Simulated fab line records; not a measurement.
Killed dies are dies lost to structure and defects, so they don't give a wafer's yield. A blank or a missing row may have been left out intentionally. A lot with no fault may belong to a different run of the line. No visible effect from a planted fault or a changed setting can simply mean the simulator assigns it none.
The tool behind it: which one? ; flow berkeley_cmos170 ; 14 lots, 42 wafers sampled, at 5 steps of a route of 331

== WHAT THE GAUGES READ, wafer by wafer ==
UCB170_V1_THK_MEAS_04.
lot;measured;on;V1_POLISHED_THK (nm)
L123;day 8 09:03;film_metro-03;1001.1 1001.8 1000.2
L124;day 8 09:03;film_metro-04;1001.8 1001.1 998.8
L126;day 9 06:19;film_metro-03;1001.3 1001.5 1000.0
L125;day 9 07:38;film_metro-04;1000.2 998.6 1000.0
L127;day 9 09:04;film_metro-03;1001.3 1000.5 999.4
L129;day 9 17:28;film_metro-03;1001.2 999.8 1000.1
L128;day 9 18:48;film_metro-02;1000.4 999.4 1002.2
L134;day 11 05:19;film_metro-03;998.4 1001.1 998.4
L136;day 11 16:24;film_metro-03;1000.5 1001.4 1000.5
L144;day 13 20:53;film_metro-03;1000.6 999.0 1000.9
L146;day 14 03:39;film_metro-02;1001.1 1001.2 998.9
L142;day 14 04:59;film_metro-04;1001.0 1001.3 1000.3
L141;day 14 05:17;film_metro-03;999.2 1001.9 1001.1
L143;day 14 06:20;film_metro-04;1000.4 1001.0 1000.4

UCB170_M2_RS_MEAS_02: measures by four-point-probe.
lot;measured;on;M2_AL_RS (ohm/sq)
L123;day 8 12:21;film_metro-02;0.0325 0.0326 0.0323
L124;day 8 12:14;film_metro-01;0.0323 0.0324 0.0323
L126;day 9 09:17;film_metro-04;0.0326 0.0325 0.0329
L125;day 9 09:45;film_metro-02;0.0321 0.0322 0.0319
L127;day 9 11:56;film_metro-01;0.0326 0.0325 0.0324
L129;day 9 22:33;film_metro-04;0.0321 0.0322 0.0319
L128;day 9 22:49;film_metro-02;0.0322 0.0327 0.0325
L134;day 11 07:26;film_metro-02;0.0321 0.0321 0.0319
L136;day 11 18:34;film_metro-01;0.0327 0.0326 0.0325
L144;day 13 23:07;film_metro-04;0.0326 0.0326 0.0326
L146;day 14 07:35;film_metro-04;0.0330 0.0333 0.0330
L142;day 14 08:20;film_metro-02;0.0326 0.0323 0.0327
L141;day 14 09:55;film_metro-04;0.0329 0.0327 0.0327
L143;day 14 10:01;film_metro-01;0.0325 0.0324 0.0324

UCB170_M2_THK_MEAS_03: measures by xrf.
lot;measured;on;M2_AL_THK (nm)
L123;day 8 12:28;film_metro-02;887 891 894
L124;day 8 12:21;film_metro-01;903 901 904
L126;day 9 09:23;film_metro-04;900 897 888
L125;day 9 09:52;film_metro-02;901 903 903
L127;day 9 12:03;film_metro-01;889 897 900
L129;day 9 22:40;film_metro-04;918 906 921
L128;day 9 22:56;film_metro-02;899 894 890
L134;day 11 07:34;film_metro-02;896 897 903
L136;day 11 18:41;film_metro-01;885 887 891
L144;day 13 23:14;film_metro-04;905 899 898
L146;day 14 07:43;film_metro-04;892 882 892
L142;day 14 08:26;film_metro-02;887 897 886
L141;day 14 10:02;film_metro-04;886 892 891
L143;day 14 10:08;film_metro-01;891 894 893

UCB170_M3_CD_MEAS_15: target cd 700 nm.
lot;measured;on;cd_nm (nm)
L123;day 8 20:24;cd_sem-02;698.7 696.8 699.0
L124;day 8 20:17;cd_sem-01;698.4 698.7 699.0
L126;day 9 16:58;cd_sem-01;700.0 702.5 700.8
L125;day 9 17:05;cd_sem-01;701.1 700.7 701.4
L127;day 9 19:04;cd_sem-02;701.6 701.6 700.5
L129;day 10 06:37;cd_sem-01;698.4 699.5 699.8
L128;day 10 06:50;cd_sem-02;700.4 699.8 699.6
L134;day 11 15:37;cd_sem-02;692.1 690.8 692.4
L136;day 12 05:17;cd_sem-02;691.8 691.7 691.1
L144;day 14 07:53;cd_sem-01;702.1 701.3 703.1
L146;day 14 18:14;cd_sem-01;698.6 698.3 699.9
L142;day 14 18:32;cd_sem-01;702.1 701.1 701.0
L141;day 14 19:02;cd_sem-02;699.1 698.2 698.3
L143;day 14 19:43;cd_sem-02;699.6 700.1 700.4

== TOOL THAT RAN EACH LOT (tool first, then ch and the chambers of the sampled wafers, then the start) ==
lot;UCB170_M3_COAT_10
L123;litho_track-02 ch 0, day 8 19:00
L124;litho_track-04 ch 0, day 8 19:00
L126;litho_track-02 ch 0, day 9 15:00
L125;litho_track-04 ch 0, day 9 16:00
L127;litho_track-01 ch 0, day 9 18:00
L129;litho_track-02 ch 0, day 10 05:00
L128;litho_track-01 ch 0, day 10 06:00
L134;litho_track-04 ch 0, day 11 14:00
L136;litho_track-04 ch 0, day 12 01:00
L144;litho_track-01 ch 0, day 14 06:00
L146;litho_track-02 ch 0, day 14 16:00
L142;litho_track-02 ch 0, day 14 17:00
L141;litho_track-01 ch 0, day 14 18:00
L143;litho_track-04 ch 0, day 14 18:00
- UCB170_M3_COAT_10: resist thk 900 nm.

== WHAT THE TOOLS THEMSELVES READ (means of the sampled wafers that have a number; where no wafer has one, the mark that the record gives instead) ==
The record holds no such reading with a usual standard deviation.

== THE ANSWER, worked out from the rows above alone ==
Rule: usual is defined by the lots themselves. Put in order of their means at a reading, lots are off if they are a third of the lots or fewer, leave a main group of 4 or more, and stand apart from it by a gap of 3 or more times the standard deviation of the main group's means; of several such gaps the widest counts. Not used: any main group whose means are identical at the precision the tables above print for the reading. Also off: a lot with no number at a reading for which 4 or more lots have one. All remaining lots with rows at the step are treated as sound. After the gauges, taken in route order, come the tools' own readings; for these a lot's mean is taken, as printed above. The first step at which some lot is off is used, and at that step the reading that is off furthest; a lot without a number counts as furthest.
Off: L134, L136, at UCB170_M3_CD_MEAS_15 (cd_nm). The main group has a mean of 700.0 nm with a standard deviation of 1.3.
A tool fits if, at a process step before that reading, it ran every lot that is off, and no sound lot after the first of them. Those tools and the gauges at UCB170_M3_CD_MEAS_15 are tried in the same way. Not one of the candidates tried fits.

== WHAT THE SIMULATOR HAD PUT IN ==
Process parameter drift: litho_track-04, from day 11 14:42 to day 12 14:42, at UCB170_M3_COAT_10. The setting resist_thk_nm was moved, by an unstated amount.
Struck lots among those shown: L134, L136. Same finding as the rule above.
